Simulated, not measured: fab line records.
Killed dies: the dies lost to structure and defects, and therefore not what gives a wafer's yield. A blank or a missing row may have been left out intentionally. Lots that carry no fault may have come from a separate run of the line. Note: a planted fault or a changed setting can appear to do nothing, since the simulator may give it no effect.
A struck lot beside a sound one + flow rit_cmos + 44 steps out of a route of 202
Sound: the wafers L829.1, L829.4, L829.5. The struck wafers were L846.1, L846.2, L846.6. Last of all comes the cause.
Each step with rows lists, per side, the tool, then ch with its chambers, then its first start. Under that, the readings that differ: sound wafers + struck wafers + difference of the means + sigmas: that difference in standard deviations of wafers without a fault.
alike: readings whose means differ by less than 2 such deviations, and words and numbers that are the same on both sides. not compared: withheld readings, readings that some wafer has no value for, bounds like >300 that may hide the same value, and numbers for which the record gives no deviation and whose values overlap.
The two part at a step that has a row with sigmas, a row that says differs or no value, or rows on one side only. Numbers that don't overlap but have no deviation are shown without sigmas and don't part them. A reading that every wafer of one side lacks parts them only if that side has two wafers or more.

first, 3 steps without rows for these wafers: RIT_REOX_CLEAN_01 (cleans in dHF, time 30 s); RIT_REOX_CLEAN_02 (cleans in SC2, time 600 s); RIT_REOX_OXIDATION_03 (target thk 25.2 nm, ox time 5580 s).
RIT_REOX_THK_MEAS_04:
  sound: film_metro-02 at day 2 23:53; struck: film_metro-01 at day 6 12:59
  alike: REOX_OXIDE_THK
then, 6 steps without rows for these wafers: RIT_NLDD_HMDS_00 (prime time 60 s); RIT_NLDD_COAT_01 (resist thk 1000 nm); RIT_NLDD_SOFTBAKE_02 (time 60 s); RIT_NLDD_EXPOSE_03 (exposes mask M7, target cd 40700 nm); RIT_NLDD_PEB_04; RIT_NLDD_DEVELOP_05 (develop time 51.21 s).
RIT_NLDD_OVL_MEAS_06:
  sound: overlay-01 at day 3 00:47; struck: overlay-01 at day 6 14:01
  alike: NLDD_OVL
then, 1 step without rows for these wafers: RIT_NLDD_HARDBAKE_07 (time 60 s).
RIT_NLDD_IMPLANT_08:
  sound on implanter-04 ch 0, day 3 00:59; struck on implanter-01 ch 0, day 6 14:13
| reading            | sound                     | struck                        | difference | sigmas      |
|--------------------|---------------------------|-------------------------------|------------|-------------|
| dose_ions_cm2      | 5.006e+14 5e+14 5.008e+14 | 6.503e+14 6.494e+14 6.502e+14 | +1.495e+14 | +99 or more |
| faraday_current_uA | 1607 1521 1560            | 2041 2054 1997                | +468       | +15         |
RIT_NLDD_STRIP_09: strips in O2, time 180 s.
  sound on plasma_asher-04 ch 0,1, day 3 01:08; struck on plasma_asher-03 ch 0,1, day 6 14:22
  alike: drypump_motor_current_A
  not compared: rf_hours_counter_h
RIT_NLDD_TW_MEAS_10:
  sound: film_metro-03 at day 3 01:18; struck: film_metro-03 at day 6 14:32
| reading | sound          | struck         | difference | sigmas |
|---------|----------------|----------------|------------|--------|
| NLDD_TW | 2464 2447 2463 | 2640 2631 2636 | +178       | +8     |
then, 6 steps without rows for these wafers: RIT_PLDD_HMDS_00 (prime time 60 s); RIT_PLDD_COAT_01 (resist thk 1000 nm); RIT_PLDD_SOFTBAKE_02 (time 60 s); RIT_PLDD_EXPOSE_03 (exposes mask M8, target cd 40900 nm); RIT_PLDD_PEB_04; RIT_PLDD_DEVELOP_05 (develop time 50 s).
RIT_PLDD_OVL_MEAS_06:
  sound: overlay-01 at day 3 02:20; struck: overlay-02 at day 6 15:26
  alike: PLDD_OVL
then, 2 steps without rows for these wafers: RIT_PLDD_HARDBAKE_07 (time 60 s); RIT_PLDD_IMPLANT_08.
RIT_PLDD_STRIP_09: strips in O2, time 180 s.
  sound on plasma_asher-03 ch 0,1, day 3 02:40; struck on plasma_asher-03 ch 0,1, day 6 15:47
  alike: drypump_motor_current_A
  not compared: rf_hours_counter_h
RIT_PLDD_TW_MEAS_10:
  sound: film_metro-03 at day 3 02:51; struck: film_metro-04 at day 6 15:57
  alike: PLDD_TW
then, 4 steps without rows for these wafers: RIT_SPACER_CLEAN_00 (cleans in SC1, time 600 s); RIT_SPACER_CLEAN_01 (cleans in dHF, time 30 s); RIT_SPACER_CLEAN_02 (cleans in SC2, time 600 s); RIT_SPACER_CVD_03 (deposits Si3N4 from SiH2Cl2/NH3, target thk 250 nm, time 3300 s).
RIT_SPACER_THK_MEAS_04:
  sound: film_metro-03 at day 3 05:13; struck: film_metro-02 at day 6 19:26
  alike: SPACER_NITRIDE_THK
RIT_SPACER_ETCHBACK_05: etches Si3N4 in SF6/CHF3, stops on SiO2, target depth 250 nm, time 240 s.
  sound on rie_diel-04 ch 0,3, day 3 05:16; struck on rie_diel-02 ch 0,2, day 6 19:29
  alike: drypump_motor_current_A, oes_product_au, throttle_valve_pct
  not compared: rf_hours_counter_h
then, 6 steps without rows for these wafers: RIT_NSD_HMDS_00 (prime time 60 s); RIT_NSD_COAT_01 (resist thk 1000 nm); RIT_NSD_SOFTBAKE_02 (time 60 s); RIT_NSD_EXPOSE_03 (exposes mask M9, target cd 40700 nm); RIT_NSD_PEB_04; RIT_NSD_DEVELOP_05 (develop time 50 s).
RIT_NSD_OVL_MEAS_06:
  sound: overlay-02 at day 3 06:16; struck: overlay-02 at day 6 20:29
  alike: NSD_OVL
then, 2 steps without rows for these wafers: RIT_NSD_HARDBAKE_07 (time 60 s); RIT_NSD_IMPLANT_08.
RIT_NSD_STRIP_09: strips in O2, time 180 s.
  sound on plasma_asher-03 ch 0,1, day 3 06:36; struck on plasma_asher-04 ch 0,1, day 6 20:49
  alike: drypump_motor_current_A
  not compared: rf_hours_counter_h
RIT_SDANNEAL_RS_MEAS_07: the measuring method here is four-point-probe.
  sound: film_metro-03 at day 3 09:04; struck: film_metro-03 at day 6 23:34
| reading          | sound             | struck            | difference | sigmas |
|------------------|-------------------|-------------------|------------|--------|
| NLDD_RS (ohm/sq) | 151.5 152.0 152.0 | 122.7 122.6 123.1 | -29.0      | -49    |
RIT_M1_PROBE_99:
  sound: prober-01 at day 3 16:13; struck: prober-02 at day 7 06:41
| reading                                    | sound                | struck               | difference | sigmas |
|--------------------------------------------|----------------------|----------------------|------------|--------|
| model.etest.nmos_0p3.r_on_ohm_um           | 2234 2206 2202       | 2022 2033 2013       | -191       |        |
| model.etest.nmos_0p15.r_on_ohm_um          | 1129 1146 1150       | 978.9 983.3 977      | -161.9     |        |
| model.etest.nldd.rs_ohm_sq                 | 392.2 402.4 406.3    | 286.5 290.3 288.7    | -111.8     |        |
| model.etest.nmos_turned.drive_ua_um        | 307.7 305.6 297.5    | 387.3 377 383.6      | +79.0      |        |
| model.etest.nmos_0p15.drive_ua_um          | 457.9 465.9 463.5    | 515.6 513.9 524.6    | +55.6      |        |
| model.etest.nldd.line_ohm_um               | 122.3 126.2 126.7    | 90.92 91.35 91.75    | -33.73     |        |
| model.etest.retro_edge_nmos.off_log10_a_um | -9.892 -9.573 -9.901 | -9.222 -9.049 -9.106 | +0.663     |        |
  alike: killed_at_front_end, killed_dies, killed_open, killed_short
  not compared: model.etest.nmos_0p15.swing_mv_dec

WHERE THEY PART
First at RIT_NLDD_IMPLANT_08; last, within this record, at RIT_SDANNEAL_RS_MEAS_07. Later steps at which nothing parts them and some readings are alike: RIT_M1_PROBE_99.

WHY: what had been put in by the simulator
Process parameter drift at RIT_NLDD_IMPLANT_08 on implanter-01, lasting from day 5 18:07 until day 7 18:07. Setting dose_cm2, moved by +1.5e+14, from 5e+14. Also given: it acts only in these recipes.
